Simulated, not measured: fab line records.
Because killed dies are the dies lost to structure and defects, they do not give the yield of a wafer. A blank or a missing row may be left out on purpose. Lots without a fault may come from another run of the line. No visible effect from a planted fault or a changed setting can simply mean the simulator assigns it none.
Chamber matching :: flow berkeley cmos170 :: 4 sister chambers for UCB170_V2_CMP_02 on cmp-02
The step polishes SiO2. 8 wafers are shown with their chamber, then 7 later ones without.

WAFERS PAIRED WITH THEIR CHAMBERS
wafer: L337.5
chamber: 2
motor current A (A): 14.4
slurry filter dp kPa (kPa): 13.44

wafer: L339.2
chamber: 2
motor current A (A): 13.8
slurry filter dp kPa (kPa): 13.53

wafer: L339.6
chamber: 3
motor current A (A): 20.6
slurry filter dp kPa (kPa): 13.65

wafer: L340.1
chamber: 1
motor current A (A): 16.1
slurry filter dp kPa (kPa): 13.57

wafer: L340.4
chamber: 0
motor current A (A): 15.2
slurry filter dp kPa (kPa): 13.46

wafer: L340.6
chamber: 0
motor current A (A): 14.8
slurry filter dp kPa (kPa): 13.58

wafer: L342.3
chamber: 1
motor current A (A): 17.3
slurry filter dp kPa (kPa): 13.38

wafer: L342.5
chamber: 3
motor current A (A): 20.8
slurry filter dp kPa (kPa): 13.50

WAFERS WITHOUT THEIR CHAMBER
wafer: L342.6
motor current A (A): 15.5
slurry filter dp kPa (kPa): 13.58

wafer: L346.1
motor current A (A): 13.7
slurry filter dp kPa (kPa): 13.41

wafer: L346.3
motor current A (A): 15.3
slurry filter dp kPa (kPa): 13.42

wafer: L346.6
motor current A (A): 14.7
slurry filter dp kPa (kPa): 13.43

wafer: L354.3
motor current A (A): 19.9
slurry filter dp kPa (kPa): 13.48

wafer: L354.5
motor current A (A): 15.6
slurry filter dp kPa (kPa): 13.58

wafer: L354.6
motor current A (A): 16.2
slurry filter dp kPa (kPa): 13.56

WHICH CHAMBER EACH ONE RAN IN
wafer: L342.6
from the rows above: can't be placed: 0 or 1 or 2
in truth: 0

wafer: L346.1
from the rows above: can't be placed: 2 or 0
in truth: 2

wafer: L346.3
from the rows above: can't be placed: 0 or 2 or 1
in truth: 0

wafer: L346.6
from the rows above: can't be placed: 0 or 2
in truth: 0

wafer: L354.3
from the rows above: 3
in truth: 3

wafer: L354.5
from the rows above: can't be placed: 0 or 1 or 2
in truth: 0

wafer: L354.6
from the rows above: can't be placed: 1 or 0
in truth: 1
Correct placement for 1 of the 7. From these rows, 6 cannot be placed; in 6 the true chamber is one of the candidates. 0 placed wrongly.
How it was worked out, from the rows above alone: a wafer's distance from a chamber is the root of the sum, over the readings, of the square of ((its reading less the chamber's mean) divided by the reading's scatter). The wafer belongs to the nearest chamber; if the next one is less than 2 further off, it can't be placed. Each chamber's mean is taken over the wafers shown for it. The scatter: take each reading less its chamber's mean, square it, sum over the shown wafers, divide by the number of wafers less the number of chambers, and take the root.
